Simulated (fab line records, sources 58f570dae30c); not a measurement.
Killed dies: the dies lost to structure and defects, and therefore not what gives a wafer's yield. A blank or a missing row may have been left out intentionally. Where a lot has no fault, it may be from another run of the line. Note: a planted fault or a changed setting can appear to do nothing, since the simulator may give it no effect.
Which of the tools did it? :: flow berkeleyCmos170 :: 14 lots with 42 wafers sampled at 4 steps, on a route of 331 steps

WHAT EACH GAUGE READ, for each wafer
UCB170_SDANNEAL_RS_MEAS_02: the measuring method here is four-point-probe. Usual: PSD_RS 75.6 ohm/sq, standard deviation 0.3.
lot: L382
measured: day 7 02:27
on: filmMetro-02
PSD_RS (ohm/sq): 75.2 75.2 75.4
flag: 

lot: L381
measured: day 7 02:38
on: filmMetro-03
PSD_RS (ohm/sq): 75.9 76.0 76.1
flag: 

lot: L383
measured: day 7 03:17
on: filmMetro-03
PSD_RS (ohm/sq): 75.7 75.8 75.5
flag: 

lot: L386
measured: day 7 12:49
on: filmMetro-04
PSD_RS (ohm/sq): 75.9 75.8 75.9
flag: 

lot: L385
measured: day 7 13:04
on: filmMetro-02
PSD_RS (ohm/sq): 75.5 75.5 75.3
flag: 

lot: L387
measured: day 7 13:17
on: filmMetro-03
PSD_RS (ohm/sq): 75.6 75.5 75.5
flag: 

lot: L388
measured: day 8 00:46
on: filmMetro-03
PSD_RS (ohm/sq): 75.7 75.7 76.0
flag: 

lot: L389
measured: day 8 10:04
on: filmMetro-03
PSD_RS (ohm/sq): 76.3 76.0 76.1
flag: 

lot: L390
measured: day 8 11:01
on: filmMetro-04
PSD_RS (ohm/sq): 75.7 75.5 75.3
flag: 

lot: L395
measured: day 9 05:45
on: filmMetro-02
PSD_RS (ohm/sq): 75.8 76.0 75.7
flag: 

lot: L392
measured: day 9 06:19
on: filmMetro-04
PSD_RS (ohm/sq): 83.4 83.5 83.7
flag: OFF

lot: L394
measured: day 9 06:38
on: filmMetro-02
PSD_RS (ohm/sq): 84.1 84.0 83.9
flag: OFF

lot: L403
measured: day 10 19:32
on: filmMetro-04
PSD_RS (ohm/sq): 75.4 75.2 75.3
flag: 

lot: L404
measured: day 10 22:47
on: filmMetro-03
PSD_RS (ohm/sq): 75.4 75.6 75.6
flag: 

UCB170_SDANNEAL_RS_MEAS_03: the measuring method here is four-point-probe. Usual: NSD_RS 37.30 ohm/sq, standard deviation 0.089.
lot: L382
measured: day 7 02:34
on: filmMetro-02
NSD_RS (ohm/sq): 37.48 37.42 37.39
flag: 

lot: L381
measured: day 7 02:45
on: filmMetro-03
NSD_RS (ohm/sq): 37.40 37.35 37.42
flag: 

lot: L383
measured: day 7 03:24
on: filmMetro-03
NSD_RS (ohm/sq): 37.38 37.34 37.39
flag: 

lot: L386
measured: day 7 12:56
on: filmMetro-04
NSD_RS (ohm/sq): 37.19 37.15 37.15
flag: 

lot: L385
measured: day 7 13:11
on: filmMetro-02
NSD_RS (ohm/sq): 37.34 37.32 37.42
flag: 

lot: L387
measured: day 7 13:25
on: filmMetro-03
NSD_RS (ohm/sq): 37.41 37.35 37.31
flag: 

lot: L388
measured: day 8 00:53
on: filmMetro-03
NSD_RS (ohm/sq): 37.29 37.15 37.24
flag: 

lot: L389
measured: day 8 10:11
on: filmMetro-03
NSD_RS (ohm/sq): 37.27 37.29 37.28
flag: 

lot: L390
measured: day 8 11:08
on: filmMetro-04
NSD_RS (ohm/sq): 37.13 37.11 37.24
flag: 

lot: L395
measured: day 9 05:52
on: filmMetro-02
NSD_RS (ohm/sq): 37.16 37.23 37.14
flag: 

lot: L392
measured: day 9 06:26
on: filmMetro-04
NSD_RS (ohm/sq): 38.35 38.44 38.35
flag: OFF

lot: L394
measured: day 9 06:46
on: filmMetro-02
NSD_RS (ohm/sq): 38.55 38.57 38.40
flag: OFF

lot: L403
measured: day 10 19:40
on: filmMetro-04
NSD_RS (ohm/sq): 37.36 37.26 37.30
flag: 

lot: L404
measured: day 10 22:55
on: filmMetro-03
NSD_RS (ohm/sq): 37.35 37.38 37.30
flag: 

UCB170_SDANNEAL_RS_MEAS_04: the measuring method here is four-point-probe. Usual: PLDD_RS 1032 ohm/sq, standard deviation 3.
lot: L382
measured: day 7 02:41
on: filmMetro-02
PLDD_RS (ohm/sq): 1036 1034 1033
flag: 

lot: L381
measured: day 7 02:52
on: filmMetro-03
PLDD_RS (ohm/sq): 1030 1029 1033
flag: 

lot: L383
measured: day 7 03:31
on: filmMetro-03
PLDD_RS (ohm/sq): 1024 1027 1029
flag: 

lot: L386
measured: day 7 13:04
on: filmMetro-04
PLDD_RS (ohm/sq): 1030 1030 1031
flag: 

lot: L385
measured: day 7 13:18
on: filmMetro-02
PLDD_RS (ohm/sq): 1031 1029 1031
flag: 

lot: L387
measured: day 7 13:32
on: filmMetro-03
PLDD_RS (ohm/sq): 1037 1029 1034
flag: 

lot: L388
measured: day 8 01:00
on: filmMetro-03
PLDD_RS (ohm/sq): 1031 1038 1033
flag: 

lot: L389
measured: day 8 10:18
on: filmMetro-03
PLDD_RS (ohm/sq): 1033 1032 1035
flag: 

lot: L390
measured: day 8 11:16
on: filmMetro-04
PLDD_RS (ohm/sq): 1029 1025 1026
flag: 

lot: L395
measured: day 9 05:59
on: filmMetro-02
PLDD_RS (ohm/sq): 1031 1034 1032
flag: 

lot: L392
measured: day 9 06:34
on: filmMetro-04
PLDD_RS (ohm/sq): 1041 1037 1039
flag: 

lot: L394
measured: day 9 06:53
on: filmMetro-02
PLDD_RS (ohm/sq): 1046 1047 1045
flag: OFF

lot: L403
measured: day 10 19:47
on: filmMetro-04
PLDD_RS (ohm/sq): 1032 1033 1035
flag: 

lot: L404
measured: day 10 23:02
on: filmMetro-03
PLDD_RS (ohm/sq): 1030 1033 1029
flag: 

WHICH TOOL RAN EACH LOT (tool, then ch and the chambers of the sampled wafers, then the start)
lot: L382
UCB170_SDANNEAL_RTA_01: rtpAnneal-01 ch 0, day 7 02:23

lot: L381
UCB170_SDANNEAL_RTA_01: rtpAnneal-02 ch 0, day 7 02:35

lot: L383
UCB170_SDANNEAL_RTA_01: rtpAnneal-02 ch 0, day 7 03:13

lot: L386
UCB170_SDANNEAL_RTA_01: rtpAnneal-02 ch 0, day 7 12:46

lot: L385
UCB170_SDANNEAL_RTA_01: rtpAnneal-01 ch 0, day 7 13:01

lot: L387
UCB170_SDANNEAL_RTA_01: rtpAnneal-02 ch 0, day 7 13:13

lot: L388
UCB170_SDANNEAL_RTA_01: rtpAnneal-02 ch 0, day 8 00:41

lot: L389
UCB170_SDANNEAL_RTA_01: rtpAnneal-01 ch 0, day 8 09:59

lot: L390
UCB170_SDANNEAL_RTA_01: rtpAnneal-02 ch 0, day 8 10:58

lot: L395
UCB170_SDANNEAL_RTA_01: rtpAnneal-02 ch 0, day 9 05:41

lot: L392
UCB170_SDANNEAL_RTA_01: rtpAnneal-02 ch 0, day 9 06:16

lot: L394
UCB170_SDANNEAL_RTA_01: rtpAnneal-02 ch 0, day 9 06:35

lot: L403
UCB170_SDANNEAL_RTA_01: rtpAnneal-01 ch 0, day 10 19:29

lot: L404
UCB170_SDANNEAL_RTA_01: rtpAnneal-01 ch 0, day 10 22:43
- UCB170_SDANNEAL_RTA_01: time 5 s.

WHAT THE TOOLS THEMSELVES READ (means of the sampled wafers that have a number; where no wafer has one, the mark that the record gives instead)
UCB170_SDANNEAL_RTA_01. Usual: chamberO2Ppm 2.007, standard deviation 0.023; lampPowerPct 39 %, standard deviation 5.1; wafer_temp_C_max 1058.2, standard deviation 2.2.
lot: L382
tool: rtpAnneal-01
chamberO2Ppm: 1.991
lampPowerPct (%): 45
wafer_temp_C_max: 1056.1
flag: 

lot: L381
tool: rtpAnneal-02
chamberO2Ppm: 2.026
lampPowerPct (%): 34
wafer_temp_C_max: 1059.2
flag: 

lot: L383
tool: rtpAnneal-02
chamberO2Ppm: 2.018
lampPowerPct (%): 34
wafer_temp_C_max: 1060.7
flag: 

lot: L386
tool: rtpAnneal-02
chamberO2Ppm: 2.001
lampPowerPct (%): 34
wafer_temp_C_max: 1059.5
flag: 

lot: L385
tool: rtpAnneal-01
chamberO2Ppm: 1.985
lampPowerPct (%): 45
wafer_temp_C_max: 1055.0
flag: 

lot: L387
tool: rtpAnneal-02
chamberO2Ppm: 2.006
lampPowerPct (%): 34
wafer_temp_C_max: 1059.8
flag: 

lot: L388
tool: rtpAnneal-02
chamberO2Ppm: 1.992
lampPowerPct (%): 34
wafer_temp_C_max: 1058.8
flag: 

lot: L389
tool: rtpAnneal-01
chamberO2Ppm: 2.007
lampPowerPct (%): 45
wafer_temp_C_max: 1055.2
flag: 

lot: L390
tool: rtpAnneal-02
chamberO2Ppm: 2.016
lampPowerPct (%): 34
wafer_temp_C_max: 1059.6
flag: 

lot: L395
tool: rtpAnneal-02
chamberO2Ppm: 2.000
lampPowerPct (%): 34
wafer_temp_C_max: 1060.0
flag: 

lot: L392
tool: rtpAnneal-02
chamberO2Ppm: 1.985
lampPowerPct (%): 34
wafer_temp_C_max: 1060.9
flag: 

lot: L394
tool: rtpAnneal-02
chamberO2Ppm: 2.000
lampPowerPct (%): 34
wafer_temp_C_max: 1058.3
flag: 

lot: L403
tool: rtpAnneal-01
chamberO2Ppm: 2.028
lampPowerPct (%): 45
wafer_temp_C_max: 1056.4
flag: 

lot: L404
tool: rtpAnneal-01
chamberO2Ppm: 2.065
lampPowerPct (%): 45
wafer_temp_C_max: 1057.6
flag: 

THE ANSWER, worked out from the rows above alone
Rule: take the mean of a lot's wafers that have a number; if it is more than 3 standard deviations from the usual mean, the lot is off. A lot without any number at a reading at which 4 lots or more have one is off too. All remaining lots with rows at the step are treated as sound. First the gauges in route order, then the tools' own readings, where a lot's mean is used as printed above. At the first step where some lot is off, the reading lying furthest off is the one used; lots without a number count as furthest.
Off: L392, L394, seen at UCB170_SDANNEAL_RS_MEAS_02 (PSD_RS).
A tool fits if, at a process step before that reading, it ran every lot that is off, and no sound lot after the first of them. Those tools and the gauges at UCB170_SDANNEAL_RS_MEAS_02 are tried in the same way. One fits: rtpAnneal-02 at UCB170_SDANNEAL_RTA_01. Its last sound lot is L395 (day 9 05:41), its first lot that is off L392 (day 9 06:16): a fault that began between those two fits.

WHAT WAS PUT IN BY THE SIMULATOR
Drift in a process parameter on rtpAnneal-02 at UCB170_SDANNEAL_RTA_01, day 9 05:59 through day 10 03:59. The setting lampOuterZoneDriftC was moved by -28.
Lots struck among those shown: L392, L394. The rule above reached the same finding.
